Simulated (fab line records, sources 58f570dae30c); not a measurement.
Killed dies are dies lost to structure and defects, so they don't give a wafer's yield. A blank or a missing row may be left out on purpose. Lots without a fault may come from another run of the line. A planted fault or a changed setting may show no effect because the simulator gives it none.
Chamber matching | flow berkeley_cmos170 | UCB170_PWELL_ETCH_14 on rie_diel-04: 4 sister chambers
The step etches Si3N4 in CH3F/Ar/O2, stops on SiO2, target depth 242 nm, time 151 s. 14 wafers are shown with their chamber, then 7 later ones without.

WAFERS WITH THEIR CHAMBER
wafer  | chamber | drypump_motor_current_A (A) | throttle_valve_pct (%) | oes_product_au (a.u.)
L185.4 | 1       | 5.7                         | 8.14                   | 0.920
L185.5 | 2       | 6.1                         | 8.07                   | 0.948
L185.6 | 1       | 5.8                         | 8.13                   | 0.927
L186.1 | 3       | 5.7                         | 8.14                   | 0.942
L186.3 | 2       | 6.1                         | 8.06                   | 0.933
L186.4 | 0       | 6.0                         | 8.17                   | 0.953
L189.2 | 2       | 6.1                         | 8.07                   | 0.928
L189.3 | 1       | 5.7                         | 8.14                   | 0.912
L189.5 | 0       | 6.0                         | 8.15                   | 0.947
L190.1 | 0       | 6.0                         | 8.18                   | 0.943
L190.5 | 1       | 5.7                         | 8.14                   | 0.910
L190.6 | 0       | 6.0                         | 8.16                   | 0.941
L201.1 | 2       | 6.1                         | 8.08                   | 0.929
L201.5 | 3       | 5.8                         | 8.12                   | 0.938

SIGNATURES (means of the wafers above)
reading                 | chamber 0 | chamber 1 | chamber 2 | chamber 3 | scatter within a chamber
drypump_motor_current_A | 6.000     | 5.725     | 6.100     | 5.750     | 0.0354
throttle_valve_pct      | 8.1650    | 8.1375    | 8.0700    | 8.1300    | 0.00987
oes_product_au          | 0.94600   | 0.91725   | 0.93450   | 0.94000   | 0.00729
Rule: a wafer's distance from a chamber is the root of the sum, over the readings, of the square of ((its reading less the chamber's mean) divided by the reading's scatter). The wafer belongs to the nearest chamber; if the next one is less than 2 further off, it can't be placed. The scatter: the root of (the sum of the squares of (reading less its chamber's mean) over the shown wafers, divided by (wafers less chambers)).

WAFERS WITHOUT THEIR CHAMBER
wafer  | drypump_motor_current_A (A) | throttle_valve_pct (%) | oes_product_au (a.u.)
L201.6 | 6.1                         | 8.06                   | 0.930
L206.2 | 6.0                         | 8.17                   | 0.957
L206.4 | 5.7                         | 8.14                   | 0.943
L206.5 | 5.7                         | 8.14                   | 0.951
L207.2 | 5.7                         | 8.14                   | 0.931
L207.3 | 6.0                         | 8.16                   | 0.955
L207.6 | 6.1                         | 8.06                   | 0.936

WHICH CHAMBER EACH WENT THROUGH
wafer  | from the rows above     | in truth
L201.6 | 2                       | 2
L206.2 | 0                       | 0
L206.4 | can't be placed: 3 or 1 | 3
L206.5 | 3                       | 3
L207.2 | can't be placed: 1 or 3 | 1
L207.3 | 0                       | 0
L207.6 | 2                       | 2
Placed correctly: 5 of 7. Can't be placed from these rows: 2 (the true chamber is among the candidates in 2). Placed wrongly: 0.
